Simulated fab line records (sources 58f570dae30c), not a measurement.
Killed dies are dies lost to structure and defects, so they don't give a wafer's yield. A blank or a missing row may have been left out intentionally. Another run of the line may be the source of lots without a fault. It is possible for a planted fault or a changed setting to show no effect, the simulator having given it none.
Struck lot and sound lot, side by side + flow berkeleyCmos170 + 21 steps out of a route of 331
Sound: these wafers, L700.2, L700.4, L700.5. Struck: wafers L709.2, L709.3, L709.5. The cause comes at the end.
Per side, at each step with rows, come the tool, then ch with its chambers, and then its first start. Under that, the readings that differ: sound wafers + struck wafers + difference of the means + sigmas: that difference in standard deviations of wafers without a fault.
alike: same words and numbers on both sides, and readings whose means sit less than 2 such deviations apart. not compared: any withheld reading, any reading some wafer has no value for, any bound like >300 that may hide the same value, and any number with overlapping values for which the record gives no deviation.
The two part at a step that has a row with sigmas, a row that says differs or no value, or rows on one side only. When numbers do not overlap yet have no deviation, they are printed without sigmas and do not part them. A reading missing from all wafers of one side parts the sides only when that side holds two or more wafers.

UCB170_NWELL_TW_MEAS_16:
  sound on filmMetro-02, day 2 18:15; struck on filmMetro-02, day 4 08:04
  alike: NWELL_TW
then, 6 steps without rows for these wafers: UCB170_NWELL_CLEAN_17 (cleans in SPM, time 600 s); UCB170_NWELL_WET_ETCH_18 (etches Si3N4 in H3PO4, time 14400 s); UCB170_NWELL_WET_ETCH_19 (etches SiO2 in BOE, time 22 s); UCB170_PWELL_CLEAN_00 (cleans in SPM, time 600 s); UCB170_PWELL_CLEAN_01 (cleans in dHF, time 60 s); UCB170_PWELL_OXIDATION_02 (target thk 26.4 nm, ox time 1260 s).
UCB170_PWELL_THK_MEAS_03:
  sound on filmMetro-02, day 3 03:07; struck on filmMetro-02, day 4 18:44
  alike: PWELL_OXIDE_THK
then, 2 steps without rows for these wafers: UCB170_PWELL_ANNEAL_04 (time 900 s); UCB170_PWELL_CVD_05 (deposits Si3N4 from SiH2Cl2/NH3, target thk 220 nm, time 3300 s).
UCB170_PWELL_THK_MEAS_06:
  sound on filmMetro-03, day 3 07:56; struck on filmMetro-04, day 5 03:32
  alike: PWELL_NITRIDE_THK
then, 1 step without rows for these wafers: UCB170_PWELL_HMDS_07 (prime time 60 s).
UCB170_PWELL_COAT_08: resist thk 900 nm.
  sound on lithoTrack-01 ch 0, day 3 08:10; struck on lithoTrack-03 ch 0, day 5 03:46
| reading                               | sound                | struck               | difference | sigmas |
|---------------------------------------|----------------------|----------------------|------------|--------|
| spinSpeedRpm (rpm)                    | 1501.6 1501.3 1500.6 | 1525.6 1526.1 1525.0 | +24.4      | +27    |
| model.KrF_of_PWELL_COAT_08.thkNm (nm) | 896 897.3 898.3      | 893.5 889.8 892.1    | -5.4       |        |
then, 4 steps without rows for these wafers: UCB170_PWELL_SOFTBAKE_09 (time 60 s); UCB170_PWELL_EXPOSE_10 (exposes mask PWELL, target cd 3000 nm); UCB170_PWELL_PEB_11; UCB170_PWELL_DEVELOP_12 (develop time 45 s).
UCB170_PWELL_OVL_MEAS_13:
  sound on overlay-01, day 3 09:20; struck on overlay-02, day 5 05:02
  alike: PWELL_OVL
UCB170_PWELL_ETCH_14: etches Si3N4 in CH3F/Ar/O2, stops on SiO2, target depth 242 nm, time 151 s.
  sound on rieDiel-02 ch 0,3, day 3 09:22; struck on rieDiel-03 ch 0,1,3, day 5 05:04
| reading                               | sound             | struck            | difference | sigmas |
|---------------------------------------|-------------------|-------------------|------------|--------|
| model.KrF_of_PWELL_COAT_08.thkNm (nm) | 723.3 721.9 725.6 | 721.1 713.9 719.4 | -5.5       |        |
  alike: drypumpMotorCurrentA, oesProductAu, throttleValvePct
  not compared: rfHoursCounterH
then, 1 step without rows for these wafers: UCB170_PWELL_IMPLANT_15.
-- the record jumps here: 5 days lie between the struck wafers' starts before and after (it left off in module PWELL and takes up again in module M3, whose first step shown is number 331 of the route) --
UCB170_M3_PROBE_99:
  rows exist in the record for the struck wafers here (prober-01, day 9 23:38), but not for the sound ones

== WHERE THEY PART ==
Earliest at UCB170_PWELL_COAT_08; latest, in this record, at UCB170_M3_PROBE_99.

WHY: what had been put in by the simulator
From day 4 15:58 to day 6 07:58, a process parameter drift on lithoTrack-03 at UCB170_PWELL_COAT_08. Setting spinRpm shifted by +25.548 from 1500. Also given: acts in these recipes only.
